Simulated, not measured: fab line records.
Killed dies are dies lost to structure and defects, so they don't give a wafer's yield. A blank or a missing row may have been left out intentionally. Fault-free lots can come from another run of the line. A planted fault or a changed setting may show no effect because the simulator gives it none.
What tool caused it? || flow berkeleyCmos170 || Sampling: 14 lots, 42 wafers, 3 of 331 route steps

== WHAT THE GAUGES READ, wafer by wafer ==
UCB170_START_BOW_MEAS_00. Usual: INCOMING_BOW 0 um, standard deviation 7.1.
{"lot": "L968", "measured": "day 1 10:00", "on": "filmMetro-02", "INCOMING_BOW (um)": "-6 -5 10", "flag": ""}
{"lot": "L969", "measured": "day 1 15:00", "on": "filmMetro-02", "INCOMING_BOW (um)": "-4 -3 -6", "flag": ""}
{"lot": "L971", "measured": "day 2 01:01", "on": "filmMetro-03", "INCOMING_BOW (um)": "8 11 -12", "flag": ""}
{"lot": "L972", "measured": "day 2 06:02", "on": "filmMetro-04", "INCOMING_BOW (um)": "-15 0 18", "flag": ""}
{"lot": "L973", "measured": "day 2 11:01", "on": "filmMetro-04", "INCOMING_BOW (um)": "-2 -3 15", "flag": ""}
{"lot": "L974", "measured": "day 2 16:02", "on": "filmMetro-03", "INCOMING_BOW (um)": "-5 -6 1", "flag": ""}
{"lot": "L975", "measured": "day 2 21:00", "on": "filmMetro-03", "INCOMING_BOW (um)": "-4 -6 -3", "flag": ""}
{"lot": "L977", "measured": "day 3 07:02", "on": "filmMetro-02", "INCOMING_BOW (um)": "1 -10 -8", "flag": ""}
{"lot": "L979", "measured": "day 3 17:01", "on": "filmMetro-04", "INCOMING_BOW (um)": "7 2 -6", "flag": ""}
{"lot": "L984", "measured": "day 4 18:01", "on": "filmMetro-04", "INCOMING_BOW (um)": "1 -12 4", "flag": ""}
{"lot": "L986", "measured": "day 5 04:01", "on": "filmMetro-03", "INCOMING_BOW (um)": "1 5 7", "flag": ""}
{"lot": "L987", "measured": "day 5 09:00", "on": "filmMetro-03", "INCOMING_BOW (um)": "7 -4 1", "flag": ""}
{"lot": "L988", "measured": "day 5 14:00", "on": "filmMetro-04", "INCOMING_BOW (um)": "9 3 8", "flag": ""}
{"lot": "L991", "measured": "day 6 05:00", "on": "filmMetro-04", "INCOMING_BOW (um)": "3 -20 -3", "flag": ""}

UCB170_PWELL_TW_MEAS_17. Usual: PWELL_TW 381.2, standard deviation 1.7.
{"lot": "L968", "measured": "day 3 02:11", "on": "filmMetro-01", "PWELL_TW": "381.9 381.2 379.8", "flag": ""}
{"lot": "L969", "measured": "day 3 06:11", "on": "filmMetro-01", "PWELL_TW": "379.0 380.5 380.9", "flag": ""}
{"lot": "L971", "measured": "day 3 16:53", "on": "filmMetro-01", "PWELL_TW": "379.3 381.0 379.1", "flag": ""}
{"lot": "L972", "measured": "day 3 16:46", "on": "filmMetro-02", "PWELL_TW": "380.7 380.8 381.5", "flag": ""}
{"lot": "L973", "measured": "day 4 03:08", "on": "filmMetro-04", "PWELL_TW": "384.3 380.3 384.5", "flag": ""}
{"lot": "L974", "measured": "day 4 03:23", "on": "filmMetro-02", "PWELL_TW": "382.6 381.6 381.8", "flag": ""}
{"lot": "L975", "measured": "day 4 12:38", "on": "filmMetro-01", "PWELL_TW": "378.7 379.3 380.7", "flag": ""}
{"lot": "L977", "measured": "day 4 21:47", "on": "filmMetro-04", "PWELL_TW": "384.0 385.0 385.4", "flag": ""}
{"lot": "L979", "measured": "day 5 10:30", "on": "filmMetro-01", "PWELL_TW": "404.7 407.6 405.0", "flag": "OFF"}
{"lot": "L984", "measured": "day 6 06:57", "on": "filmMetro-01", "PWELL_TW": "404.1 403.3 404.6", "flag": "OFF"}
{"lot": "L986", "measured": "day 7 05:14", "on": "filmMetro-02", "PWELL_TW": "382.0 379.1 380.0", "flag": ""}
{"lot": "L987", "measured": "day 7 04:46", "on": "filmMetro-01", "PWELL_TW": "383.9 380.1 380.8", "flag": ""}
{"lot": "L988", "measured": "day 7 05:02", "on": "filmMetro-01", "PWELL_TW": "380.7 382.1 384.5", "flag": ""}
{"lot": "L991", "measured": "day 7 20:36", "on": "filmMetro-02", "PWELL_TW": "382.0 381.5 380.1", "flag": ""}

== TOOL THAT RAN EACH LOT (tool first, then ch and the chambers of the sampled wafers, then the start) ==
{"lot": "L968", "UCB170_PWELL_IMPLANT_15": "implanter-01 ch 0, day 3 01:56"}
{"lot": "L969", "UCB170_PWELL_IMPLANT_15": "implanter-01 ch 0, day 3 05:56"}
{"lot": "L971", "UCB170_PWELL_IMPLANT_15": "implanter-03 ch 0, day 3 16:39"}
{"lot": "L972", "UCB170_PWELL_IMPLANT_15": "implanter-04 ch 0, day 3 16:32"}
{"lot": "L973", "UCB170_PWELL_IMPLANT_15": "implanter-03 ch 0, day 4 02:54"}
{"lot": "L974", "UCB170_PWELL_IMPLANT_15": "implanter-01 ch 0, day 4 03:10"}
{"lot": "L975", "UCB170_PWELL_IMPLANT_15": "implanter-03 ch 0, day 4 12:23"}
{"lot": "L977", "UCB170_PWELL_IMPLANT_15": "implanter-03 ch 0, day 4 21:34"}
{"lot": "L979", "UCB170_PWELL_IMPLANT_15": "implanter-03 ch 0, day 5 10:16"}
{"lot": "L984", "UCB170_PWELL_IMPLANT_15": "implanter-03 ch 0, day 6 06:41"}
{"lot": "L986", "UCB170_PWELL_IMPLANT_15": "implanter-04 ch 0, day 7 05:00"}
{"lot": "L987", "UCB170_PWELL_IMPLANT_15": "implanter-04 ch 0, day 7 04:31"}
{"lot": "L988", "UCB170_PWELL_IMPLANT_15": "implanter-01 ch 0, day 7 04:47"}
{"lot": "L991", "UCB170_PWELL_IMPLANT_15": "implanter-01 ch 0, day 7 20:21"}
- UCB170_PWELL_IMPLANT_15

== AS READ BY THE TOOLS THEMSELVES (means over the sampled wafers that have a number; for cases with no such wafer, the mark the record gives instead) ==
UCB170_PWELL_IMPLANT_15. Usual: beamOnS 9.98 s, standard deviation 0.21; faradayCurrentUA 16.2, standard deviation 0.34.
{"lot": "L968", "tool": "implanter-01", "beamOnS (s)": 9.98, "faradayCurrentUA": 16.2, "flag": ""}
{"lot": "L969", "tool": "implanter-01", "beamOnS (s)": 10.00, "faradayCurrentUA": 16.2, "flag": ""}
{"lot": "L971", "tool": "implanter-03", "beamOnS (s)": 9.85, "faradayCurrentUA": 16.4, "flag": ""}
{"lot": "L972", "tool": "implanter-04", "beamOnS (s)": 10.14, "faradayCurrentUA": 16.0, "flag": ""}
{"lot": "L973", "tool": "implanter-03", "beamOnS (s)": 9.85, "faradayCurrentUA": 16.4, "flag": ""}
{"lot": "L974", "tool": "implanter-01", "beamOnS (s)": 9.80, "faradayCurrentUA": 16.5, "flag": ""}
{"lot": "L975", "tool": "implanter-03", "beamOnS (s)": 10.02, "faradayCurrentUA": 16.2, "flag": ""}
{"lot": "L977", "tool": "implanter-03", "beamOnS (s)": 10.01, "faradayCurrentUA": 16.2, "flag": ""}
{"lot": "L979", "tool": "implanter-03", "beamOnS (s)": 12.35, "faradayCurrentUA": 13.1, "flag": "OFF"}
{"lot": "L984", "tool": "implanter-03", "beamOnS (s)": 12.19, "faradayCurrentUA": 13.3, "flag": "OFF"}
{"lot": "L986", "tool": "implanter-04", "beamOnS (s)": 9.99, "faradayCurrentUA": 16.2, "flag": ""}
{"lot": "L987", "tool": "implanter-04", "beamOnS (s)": 10.16, "faradayCurrentUA": 15.9, "flag": ""}
{"lot": "L988", "tool": "implanter-01", "beamOnS (s)": 9.94, "faradayCurrentUA": 16.3, "flag": ""}
{"lot": "L991", "tool": "implanter-01", "beamOnS (s)": 9.95, "faradayCurrentUA": 16.2, "flag": ""}

== THE ANSWER, worked out from the rows above alone ==
Rule: take the mean of a lot's wafers that have a number; if it is more than 3 standard deviations from the usual mean, the lot is off. Also off: a lot with no number at a reading for which 4 or more lots have one. All remaining lots with rows at the step are treated as sound. Order of review: gauges by route order, followed by the tools' own readings, for which a lot's mean as printed above is used. The first step at which some lot is off is used, and at that step the reading that is off furthest; a lot without a number counts as furthest.
Off: L979, L984, seen at UCB170_PWELL_TW_MEAS_17 (PWELL_TW).
If a tool, at a process step before that reading, ran all the lots that are off and no sound lot after the first of them, it fits. Not tried: the gauges at UCB170_PWELL_TW_MEAS_17; whatever is off there is also off at UCB170_PWELL_IMPLANT_15, on other tools, and gauge error can't account for it. One fits: UCB170_PWELL_IMPLANT_15 on implanter-03. Its last sound lot is L977 (day 4 21:34), its first lot that is off L979 (day 5 10:16): a fault that began between those two fits.
The tool's own readings at UCB170_PWELL_IMPLANT_15 bear it out: on the lots that are off they differ by more than 5 times the standard deviation of the sound lots' means. beamOnS reads 12.27 s there against 9.97 s on the sound lots; faradayCurrentUA reads 13.2 there against 16.2 on the sound lots.

== WHAT WAS PUT IN BY THE SIMULATOR ==
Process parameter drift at UCB170_PWELL_IMPLANT_15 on implanter-03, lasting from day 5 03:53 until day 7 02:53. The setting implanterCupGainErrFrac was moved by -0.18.
Struck lots among those shown: L979, L984. Same finding as the rule above.
